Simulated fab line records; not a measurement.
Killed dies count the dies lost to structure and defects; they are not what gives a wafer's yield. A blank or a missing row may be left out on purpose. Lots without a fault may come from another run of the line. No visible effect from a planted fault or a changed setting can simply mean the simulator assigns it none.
Split-lot experiment ; flow ritCmos ; route with 202 steps; 5 lots, 23 wafers read

== ABOUT THE SPLIT ==
At RIT_GATE_CVD_08 (deposits poly-Si from SiH4, target thk 250 nm, time 2220 s), the setting sih4FlowSccm was moved away from the recipe's 100 sccm on 15 of the 23 wafers read, by -14.0% to -6.6%. All remaining wafers had this setting at the recipe value.

== FROM THE SPLIT TO THE READING: what the file shows between them, 1 step ==
- RIT_GATE_STRIP_20: strips in O2, time 180 s (also split here: o2FlowSccm)

== THE READING ==
poly-Si_of_GATE_CVD_08.thkNm (the simulator's own value, which no gauge read), in nm, at RIT_REOX_CLEAN_00 (cleans in SC1, time 600 s). The file gives no usual value for it. Across the 8 wafers here that went through the recipe, the average is 244.2 nm and the standard deviation 1.8 nm.

wafer;tool, chamber at the split;sih4FlowSccm as run, sccm;against the recipe;poly-Si_of_GATE_CVD_08.thkNm, nm;against lot-mates on the recipe
L075.1;-, -;93.37;-6.6%;228.5;no lot-mate on the recipe
L075.2;-, -;93.37;-6.6%;227.8;no lot-mate on the recipe
L075.3;-, -;93.37;-6.6%;227.3;no lot-mate on the recipe
L075.4;-, -;93.37;-6.6%;225.8;no lot-mate on the recipe
L075.6;-, -;93.37;-6.6%;227.9;no lot-mate on the recipe
L076.1;-, -;87.33;-12.7%;210.3;no lot-mate on the recipe
L076.2;-, -;87.33;-12.7%;210.4;no lot-mate on the recipe
L076.4;-, -;87.33;-12.7%;211.4;no lot-mate on the recipe
L076.5;-, -;87.33;-12.7%;211;no lot-mate on the recipe
L076.6;-, -;87.33;-12.7%;209;no lot-mate on the recipe
L083.1;lpcvd-02, 0;100;recipe;245.5;-
L083.4;lpcvd-02, 0;100;recipe;245.7;-
L083.6;lpcvd-02, 0;100;recipe;247.6;-
L084.1;-, -;86.02;-14.0%;206.7;no lot-mate on the recipe
L084.2;-, -;86.02;-14.0%;206;no lot-mate on the recipe
L084.4;-, -;86.02;-14.0%;205.1;no lot-mate on the recipe
L084.5;-, -;86.02;-14.0%;206.4;no lot-mate on the recipe
L084.6;-, -;86.02;-14.0%;204.5;no lot-mate on the recipe
L085.1;-, -;100;recipe;242.8;-
L085.2;-, -;100;recipe;242.1;-
L085.3;-, -;100;recipe;243.3;-
L085.4;-, -;100;recipe;244.4;-
L085.6;-, -;100;recipe;242.5;-

THE FIT
A straight line over all 23 wafers: poly-Si_of_GATE_CVD_08.thkNm changes by +2.72 nm for each +1% of sih4FlowSccm; r = +1.00; the points scatter about the line by 1.5 nm.
Too few moved wafers have a lot-mate on the recipe to fit a line with each lot's own level taken away.

== FILE'S OWN FIT ==
poly-Si_of_GATE_CVD_08.thkNm changes by +2.72 nm for each +1% of sih4FlowSccm, r = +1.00.
